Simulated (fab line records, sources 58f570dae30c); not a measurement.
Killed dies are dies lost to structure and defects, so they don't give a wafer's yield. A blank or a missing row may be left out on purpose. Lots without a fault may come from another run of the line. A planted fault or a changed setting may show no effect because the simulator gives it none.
One fault seen from 2 desks | flow berkeley_cmos170 | each desk has only its own numbers; what lay behind them comes last

THE TOOL OWNER'S DESK: furnace-04
The tool's own readings at UCB170_PWELL_ANNEAL_04 (time 900 s): means of the sampled wafers that have a number, for each lot that ran on this tool. A lot is out of limits, marked OUT, if its mean lies more than 4 standard deviations from the usual mean; the brackets give that distance.
Columns: A = spike_tc_centre_C at UCB170_PWELL_ANNEAL_04, usual 1002.6 C; B = spike_tc_load_C at UCB170_PWELL_ANNEAL_04, usual 1027.8 C; C = tube_center_temp_C_max at UCB170_PWELL_ANNEAL_04, usual 1002.6
lot  | first seen here | A      | B      | C
L356 | day 3 20:14     | 1002.6 | 1028.4 | 1002.6
L357 | day 4 05:14     | 1002.3 | 1026.9 | 1003.3
L358 | day 4 14:14     | 1003.0 | 1027.5 | 1002.7
L359 | day 4 14:14     | 1003.9 | 1027.1 | 1002.5
L360 | day 4 14:14     | 1003.7 | 1027.3 | 1003.0
L361 | day 5 04:05     | 1002.8 | 1026.9 | 1002.3
L373 | day 7 13:55     | 1003.4 | 1027.8 | 1002.6
L374 | day 7 13:55     | 1002.6 | 1026.7 | 1002.8
This desk's finding: nothing out of limits on any of the 8 lots.

THE METROLOGY DESK
What the gauges read, lot by lot, whatever tool the lot ran on: means of the sampled wafers that have a number. A lot is out of limits, marked OUT, if its mean lies more than 4 standard deviations from the usual mean; the brackets give that distance.
Columns: A = NWELL_NITRIDE_THK at UCB170_NWELL_THK_MEAS_05, usual 217.2 nm; B = WELLDRIVE_OXIDE_THK at UCB170_WELLDRIVE_THK_MEAS_02, usual 197 nm
lot  | first seen here | A     | B
L355 | day 3 00:09     | 215.8 | 198
L356 | day 3 04:40     | 219.0 | 203
L357 | day 3 13:40     | 216.6 | 202
L358 | day 3 22:44     | 218.9 | 197
L359 | day 4 03:33     | 217.1 | 196
L360 | day 4 05:49     | 220.2 | 194
L361 | day 4 13:04     | 217.1 | 192
L363 | day 4 21:29     | 215.0 | 194
L365 | day 5 06:53     | 215.6 | 199
L368 | day 5 22:01     | 216.6 | -
L369 | day 6 06:59     | 218.7 | -
L370 | day 6 07:03     | 217.0 | -
L371 | day 6 14:24     | 217.3 | 200
L373 | day 6 22:28     | 217.4 | 199
L374 | day 7 04:13     | 214.3 | 201
This desk's finding: nothing out of limits on any of the 15 lots.

PUT TOGETHER
The tool owner's desk saw nothing out of limits.
The metrology desk saw nothing out of limits.

WHAT THE SIMULATOR HAD PUT IN
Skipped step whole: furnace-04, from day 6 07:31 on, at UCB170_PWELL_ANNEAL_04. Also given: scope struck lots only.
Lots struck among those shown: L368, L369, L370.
